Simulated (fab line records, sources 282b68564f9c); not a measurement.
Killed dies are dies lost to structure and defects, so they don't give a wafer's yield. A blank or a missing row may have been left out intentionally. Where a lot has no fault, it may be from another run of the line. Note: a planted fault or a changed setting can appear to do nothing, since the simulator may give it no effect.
fab line records | flow rit-cmos
[record] lots = 5 | wafers = 13 | last-day = 7
route steps=202 shown SILICIDE@161 CONTACT@168 M1@202
lots untouched by any fault: they come from a run of this same line in which no faults occurred
start-h: start of the lot's first displayed wafer, in hours after the record's first day | wait-h: hours from the lot's prior step to this one | " repeats the value in the row above | L1.1+2: a single row standing in for several wafers | - no value, or no start given | * or withheld: withheld | < > ~ a bound
route shown NAME@n: names a module that has steps shown in the file, with the first one's number in the route | usual: mean/standard deviation of fault-free wafers | same: alike in all rows | chamber/n: place in a boat | sites: the reading at each site | _std_site: their standard deviation | _edge_site: inner sites' mean taken away from outer sites' mean | radius-mm: how far each site lies from the wafer's centre | mask NAME#n: copy n | behind: the tool/chamber that last shaped the wafer | hold: what put the lot on hold/how long, in hours/how the hold closed | device: names the non-switching transistor (n, p or np) | end of line: tests of these same wafers at the route's end | step lacking rows: just its recipe | killed: not the wafer's yield, but the dies lost to structure and defects at the first sort | map: dies across one wafer; x = killed, . = not, _ = none there
set.NAME: the setting as run; set.NAME@STEP: as run at that earlier step | model.NAME: the simulator's own value behind a step, which no gauge read
lots at selected steps of the route; one table per step, one row per wafer
services: when a tool's chamber went out of use (start-h, in hours from the record's first day, below 0 if earlier), for how many hours, and the reason
[[steps]]
[step RIT_SILICIDE_WET_ETCH_00]
[recipe] chemistry = BOE | target = SiO2 | target-depth-nm = 14 | time-s = 15 | dry = n2-spin | dilution = 10:1 | temp-c = 21.5
[step RIT_SILICIDE_SPUTTER_01]
[recipe] material = Ti | target-thk-nm = 30 | power-w = 350 | chamber-pressure-pa = 0.667 | gas = Ar | time-s = 240 | substrate-temp-c = 25
[usual] throttle-valve-pct = 30.3/0.93
lot.wafer | tool           | chamber | start-h | wait-h | throttle-valve-pct
L735.4    | pvd-sputter-04 | -       | 54.85   | 0.0    | 31.0
L735.5    | "              | -       | "       | "      | 30.3
L735.6    | "              | -       | "       | "      | 29.7
L737.1    | pvd-sputter-04 | -       | 68.88   | 0.0    | 30.2
L737.3    | "              | -       | "       | "      | 29.9
L737.5    | "              | -       | "       | "      | 30.4
L747.4    | pvd-sputter-03 | -       | 116.93  | 0.0    | 31.1
L747.5    | "              | -       | "       | "      | 31.1
L747.6    | "              | -       | "       | "      | 32.0
L754.3    | pvd-sputter-03 | -       | 150.69  | 0.0    | 28.8
L754.5    | "              | -       | "       | "      | 30.7
L754.6    | "              | -       | "       | "      | 29.5
L757.2    | pvd-sputter-04 | -       | 165.79  | 0.0    | 30.8
[step RIT_SILICIDE_RS_MEAS_02]
[recipe] thk-meas-gauge = four-point-probe | reads = Ti_of_SILICIDE_SPUTTER_01
[usual] SILICIDE_TI_RS = 48.2/0.67
lot.wafer | tool          | chamber | start-h | wait-h | SILICIDE_TI_RS[ohm/sq]
L735.4    | film-metro-02 | -       | 55.06   | 0.1    | 48.4
L735.5    | "             | -       | "       | "      | 48.8
L735.6    | "             | -       | "       | "      | 48.4
L737.1    | film-metro-04 | -       | 69.03   | 0.1    | 49.1
L737.3    | "             | -       | "       | "      | 48.9
L737.5    | "             | -       | "       | "      | 48.8
L747.4    | film-metro-02 | -       | 117.14  | 0.1    | 48.1
L747.5    | "             | -       | "       | "      | 47.5
L747.6    | "             | -       | "       | "      | 48.3
L754.3    | film-metro-01 | -       | 150.88  | 0.1    | 49.0
L754.5    | "             | -       | "       | "      | 48.1
L754.6    | "             | -       | "       | "      | 48.7
L757.2    | film-metro-01 | -       | 165.96  | 0.1    | 48.4
[step RIT_SILICIDE_THK_MEAS_03]
[recipe] thk-meas-gauge = xrf | reads = Ti_of_SILICIDE_SPUTTER_01
[usual] SILICIDE_TI_THK = 30.0/0.37
lot.wafer | tool          | chamber | start-h | wait-h | SILICIDE_TI_THK[nm]
L735.4    | film-metro-02 | -       | 55.15   | 0.1    | 30.0
L735.5    | "             | -       | "       | "      | 29.7
L735.6    | "             | -       | "       | "      | 29.9
L737.1    | film-metro-04 | -       | 69.15   | 0.1    | 29.5
L737.3    | "             | -       | "       | "      | 29.4
L737.5    | "             | -       | "       | "      | 29.7
L747.4    | film-metro-02 | -       | 117.23  | 0.1    | 30.3
L747.5    | "             | -       | "       | "      | 30.6
L747.6    | "             | -       | "       | "      | 30.1
L754.3    | film-metro-01 | -       | 150.98  | 0.1    | 29.7
L754.5    | "             | -       | "       | "      | 30.0
L754.6    | "             | -       | "       | "      | 29.7
L757.2    | film-metro-01 | -       | 166.07  | 0.1    | 30.0
[step RIT_SILICIDE_RTA_04]
[recipe] temp-c = 650 | time-s = 10 | idle-temp-c = 25 | ramp-up-s = 5 | ramp-down-s = 5 | cool-to-c = 25 | ambient = N2
[usual] wafer_temp_C_max = 654.3/0.87
lot.wafer | tool          | chamber | start-h | wait-h | wafer_temp_C_max
L735.4    | rtp-anneal-02 | 0       | 55.21   | 0.1    | 653.3
L735.5    | "             | 0       | "       | "      | 652.4
L735.6    | "             | 0       | "       | "      | 653.0
L737.1    | rtp-anneal-02 | 0       | 69.21   | 0.1    | 655.0
L737.3    | "             | 0       | "       | "      | 653.4
L737.5    | "             | 0       | "       | "      | 653.8
L747.4    | rtp-anneal-02 | 0       | 117.33  | 0.1    | 653.9
L747.5    | "             | 0       | "       | "      | 654.0
L747.6    | "             | 0       | "       | "      | 653.8
L754.3    | rtp-anneal-01 | 0       | 151.04  | 0.1    | 654.3
L754.5    | "             | 0       | "       | "      | 656.1
L754.6    | "             | 0       | "       | "      | 653.7
L757.2    | rtp-anneal-02 | 0       | 166.13  | 0.1    | 653.9
[step RIT_SILICIDE_WET_ETCH_05]
[recipe] chemistry = SPM | target = Ti | temp-c = 90 | time-s = 120 | dry = n2-spin
[step RIT_SILICIDE_RTA_06]
[recipe] temp-c = 750 | time-s = 10 | idle-temp-c = 25 | ramp-up-s = 5 | ramp-down-s = 10 | cool-to-c = 25 | ambient = N2
[usual] wafer_temp_C_max = 754.7/0.94
lot.wafer | tool          | chamber | start-h | wait-h | wafer_temp_C_max
L735.4    | rtp-anneal-01 | 0       | 55.32   | 0.0    | 755.6
L735.5    | "             | 0       | "       | "      | 756.0
L735.6    | "             | 0       | "       | "      | 754.7
L737.1    | rtp-anneal-01 | 0       | 69.32   | 0.0    | 755.6
L737.3    | "             | 0       | "       | "      | 753.8
L737.5    | "             | 0       | "       | "      | 753.3
L747.4    | rtp-anneal-01 | 0       | 117.47  | 0.0    | 755.2
L747.5    | "             | 0       | "       | "      | 754.4
L747.6    | "             | 0       | "       | "      | 754.8
L754.3    | rtp-anneal-02 | 0       | 151.15  | 0.0    | 754.6
L754.5    | "             | 0       | "       | "      | 754.0
L754.6    | "             | 0       | "       | "      | 754.5
L757.2    | rtp-anneal-02 | 0       | 166.24  | 0.0    | 755.0
[step RIT_CONTACT_CVD_00]
[recipe] material = SiO2 | target-thk-nm = 400 | precursor = TEOS | temp-c = 390 | time-s = 61 | rf-w = 400
[usual] heater-power-w = 299/58
lot.wafer | tool     | chamber | start-h | wait-h | heater-power-w
L735.4    | pecvd-01 | 2       | 55.38   | 0.0    | 269
L735.5    | "        | 0       | "       | "      | 345
L735.6    | "        | 1       | "       | "      | 246
L737.1    | pecvd-03 | 0       | 69.39   | 0.1    | 201
L737.3    | "        | 1       | "       | "      | 344
L737.5    | "        | 2       | "       | "      | 224
L747.4    | pecvd-01 | 2       | 117.53  | 0.0    | 302
L747.5    | "        | 0       | "       | "      | 341
L747.6    | "        | 1       | "       | "      | 311
L754.3    | pecvd-04 | 2       | 151.20  | 0.0    | 308
L754.5    | "        | 2       | "       | "      | 321
L754.6    | "        | 1       | "       | "      | 254
L757.2    | pecvd-04 | 1       | 166.30  | 0.0    | 259
[step RIT_CONTACT_THK_MEAS_01]
[recipe] reads = SiO2_of_CONTACT_CVD_00
[usual] CONTACT_TEOS_THK = 400/4.9
lot.wafer | tool          | chamber | start-h | wait-h | CONTACT_TEOS_THK[nm]
L735.4    | film-metro-04 | -       | 55.43   | 0.0    | 407
L735.5    | "             | -       | "       | "      | 404
L735.6    | "             | -       | "       | "      | 402
L737.1    | film-metro-01 | -       | 69.44   | 0.0    | 395
L737.3    | "             | -       | "       | "      | 397
L737.5    | "             | -       | "       | "      | 406
L747.4    | film-metro-01 | -       | 117.58  | 0.0    | 399
L747.5    | "             | -       | "       | "      | 403
L747.6    | "             | -       | "       | "      | 402
L754.3    | film-metro-03 | -       | 151.27  | 0.0    | 391
L754.5    | "             | -       | "       | "      | 402
L754.6    | "             | -       | "       | "      | 401
L757.2    | film-metro-04 | -       | 166.36  | 0.0    | 401
[step RIT_CONTACT_HMDS_02]
[recipe] prime-time-s = 60 | prime-temp-c = 140
[step RIT_CONTACT_COAT_03]
[recipe] resist = NOVOLAK | spin-rpm = 3250 | resist-thk-nm = 1000
[step RIT_CONTACT_SOFTBAKE_04]
[recipe] resist = NOVOLAK | temp-c = 90 | time-s = 60
[step RIT_CONTACT_EXPOSE_05]
[recipe] mask-id = M11 | na = 0.6 | source-shape = conventional | sigma-outer = 0.5 | target-cd-nm = 1000 | dose-mj = 250
[usual] exposure-dose-mJ-cm2 = 250.02/0.23
lot.wafer | tool             | chamber | start-h | wait-h | mask  | exposure-dose-mJ-cm2
L735.4    | iline-stepper-02 | 0       | 55.97   | 0.1    | M11#0 | 250.40
L735.5    | "                | 0       | "       | "      | M11#0 | 250.47
L735.6    | "                | 0       | "       | "      | M11#0 | 250.27
L737.1    | iline-stepper-01 | 0       | 70.08   | 0.2    | M11#0 | 249.89
L737.3    | "                | 0       | "       | "      | M11#0 | 249.98
L737.5    | "                | 0       | "       | "      | M11#0 | 249.93
L747.4    | iline-stepper-02 | 0       | 118.12  | 0.1    | M11#0 | 250.18
L747.5    | "                | 0       | "       | "      | M11#0 | 250.28
L747.6    | "                | 0       | "       | "      | M11#0 | 250.11
L754.3    | iline-stepper-02 | 0       | 151.80  | 0.1    | M11#0 | 249.83
L754.5    | "                | 0       | "       | "      | M11#0 | 249.68
L754.6    | "                | 0       | "       | "      | M11#0 | 249.98
L757.2    | iline-stepper-01 | 0       | 166.88  | 0.1    | M11#0 | 249.08
[step RIT_CONTACT_PEB_06]
[recipe] resist = NOVOLAK | temp-c = withheld | time-s = withheld
[step RIT_CONTACT_DEVELOP_07]
[recipe] resist = NOVOLAK | develop-time-s = 120 | dev-temp-c = 23
[step RIT_CONTACT_CD_MEAS_08]
[recipe] target-cd-nm = 1000
[usual] cd-nm = 1000.4/2
lot.wafer | tool      | chamber | start-h | wait-h | hold                     | cd-nm
L735.4    | cd-sem-01 | -       | 56.49   | -      | -                        | 1000.7
L735.5    | "         | -       | "       | "      | -                        | 1001.4
L735.6    | "         | -       | "       | "      | -                        | 1001.9
L737.1    | cd-sem-01 | -       | 70.59   | -      | -                        | 1001.9
L737.3    | "         | -       | "       | "      | -                        | 999.8
L737.5    | "         | -       | "       | "      | -                        | 1001.4
L747.4    | cd-sem-02 | -       | 118.64  | -      | -                        | 1001.7
L747.5    | "         | -       | "       | "      | -                        | 1002.9
L747.6    | "         | -       | "       | "      | -                        | 1001.6
L754.3    | cd-sem-02 | -       | 152.31  | -      | -                        | 998.9
L754.5    | "         | -       | "       | "      | -                        | 999.4
L754.6    | "         | -       | "       | "      | -                        | 1000.2
L757.2    | cd-sem-02 | -       | 167.39  | -      | await-dispo/0.2h/release | 1003.6
L757.2    | cd-sem-02 | -       | 167.68  | 0.3    | -                        | 1003.7
[step RIT_CONTACT_OVL_MEAS_09]
[usual] CONTACT_OVL = 0.6/1.4
lot.wafer | tool       | chamber | start-h | wait-h | hold                     | CONTACT_OVL[nm]
L735.4    | overlay-01 | -       | 56.57   | 0.1    | -                        | 0.4
L735.5    | "          | -       | "       | "      | -                        | 1.0
L735.6    | "          | -       | "       | "      | -                        | 1.3
L737.1    | overlay-01 | -       | 70.71   | 0.1    | -                        | -1.6
L737.3    | "          | -       | "       | "      | -                        | -0.6
L737.5    | "          | -       | "       | "      | -                        | 1.0
L747.4    | overlay-01 | -       | 118.72  | 0.1    | -                        | 0.3
L747.5    | "          | -       | "       | "      | -                        | 0.7
L747.6    | "          | -       | "       | "      | -                        | 0.6
L754.3    | overlay-02 | -       | 152.41  | 0.1    | -                        | 3.9
L754.5    | "          | -       | "       | "      | -                        | 2.3
L754.6    | "          | -       | "       | "      | -                        | 1.2
L757.2    | overlay-01 | -       | 169.31  | 1.6    | await-dispo/1.5h/release | 1.0
[step RIT_M1_PROBE_99]
[usual] killed-at-contacts = 0.1/0.31 | killed-at-front-end = 7/3 | killed-dies = 7/3 | killed-open = 3.2/1.9 | killed-short = 3.6/2.2
[same] gross-dies = 264 | killed_at_M0_to_M3 = 0 | killed_at_M4_up = 0 | killed-at-back-side = 0 | killed-at-other = 0
lot.wafer | tool      | chamber | start-h | wait-h | killed-at-contacts | killed-at-front-end | killed-dies | killed-open | killed-short
L737.1    | prober-02 | -       | 75.88   | 0.1    | 0                  | 2                   | 2           | 1           | 1
L737.3    | prober-02 | -       | 75.98   | 0.2    | 0                  | 9                   | 9           | 2           | 7
L737.5    | prober-02 | -       | 76.08   | 0.2    | 0                  | 3                   | 3           | 1           | 2
L754.3    | prober-01 | -       | 157.56  | 0.2    | 0                  | 9                   | 9           | 2           | 7
L754.5    | prober-01 | -       | 157.66  | 0.2    | 0                  | 2                   | 2           | 0           | 2
L754.6    | prober-01 | -       | 157.71  | 0.2    | 0                  | 3                   | 3           | 1           | 2
L757.2    | prober-02 | -       | 176.42  | 0.1    | 0                  | 4                   | 4           | 3           | 1
// killed by level:class
L737.1 REOX:geometric-particle:short=1 SPACER:geometric-particle:open=1
L737.3 GATE:geometric-particle:short=4 FOX1:geometric-particle:short=3 GATE:geometric-particle:open=1 REOX:geometric-particle:open=1
L737.5 GATE:geometric-particle:short=2 GATE:geometric-particle:open=1
L754.3 REOX:geometric-particle:short=3 FOX1:geometric-particle:short=2 FOX1:geometric-particle:open=1 GATE:geometric-particle:open=1 SPACER:geometric-particle:short=1 SILICIDE:geometric-particle:short=1
L754.5 SPACER:geometric-particle:short=1 SILICIDE:geometric-particle:short=1
L754.6 FOX1:geometric-particle:short=1 FOX2:geometric-particle:open=1 REOX:geometric-particle:short=1
L757.2 FOX1:geometric-particle:open=1 GATE:geometric-particle:short=1 GATE:geometric-particle:open=1 REOX:geometric-particle:open=1
[[services]]
tool             | chamber | start-h | hours | kind
pecvd-04         | -       | 33.98   | 1.0   | repair
pecvd-01         | 0       | 35.36   | 10.4  | repair
iline-stepper-01 | 0       | 41.05   | -     | calibration
iline-stepper-01 | -       | 41.45   | 1.7   | pm
pecvd-04         | -       | 43.63   | 0.3   | repair
iline-stepper-01 | -       | 54.58   | 11.4  | repair
pvd-sputter-03   | -       | 57.65   | 4.0   | repair
pvd-sputter-04   | -       | 58.31   | 7.3   | repair
pecvd-01         | -       | 59.05   | 5.5   | pm
pecvd-03         | -       | 62.97   | 1.3   | repair
iline-stepper-02 | -       | 77.11   | 1.7   | pm
iline-stepper-02 | -       | 106.80  | 2.1   | pm
pvd-sputter-04   | -       | 106.93  | 5.1   | repair
iline-stepper-02 | -       | 108.88  | -     | consumable-replace:lamp
iline-stepper-01 | -       | 125.10  | 6.2   | repair
iline-stepper-02 | 0       | 128.98  | -     | calibration
pvd-sputter-04   | -       | 143.46  | 11.7  | repair
pvd-sputter-03   | -       | 144.63  | 0.6   | repair
iline-stepper-01 | -       | 150.53  | 9.9   | repair
[[key]]
[first-sign] step = RIT_CONTACT_EXPOSE_05 | reading = exposure-dose-mJ-cm2 | direction = down | sigmas = 4 | usual = 250.02 | struck = 249.08
[effect] step = RIT_CONTACT_CD_MEAS_08 | reading = visit | direction = added | through = control-loop
met-at RIT_CONTACT_EXPOSE_05
struck-wafers L757.2
tester-left-out L757
[loop-trim] step = RIT_CONTACT_EXPOSE_05 | setting = dose | lots = L757
onset-between 70.08 166.88
[fault] kind = process-parameter-drift | tool = iline-stepper-01 | chamber = - | onset-h = 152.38 | steps = RIT_CONTACT_EXPOSE_05 | channel = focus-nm | offset = 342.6 | spread-by-wafer = 0.3 | shape = step | end-h = 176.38
// tester-left-out: of these lots the tester's yield and bins aren't shown, on N5 and GAA mostly nor the transistor test; their killed dies are dies lost to structure and defects alone, not to doping, threshold or leakage, so they don't give the yield
// loop-trim: a control loop set the setting to another value than it would have without faults
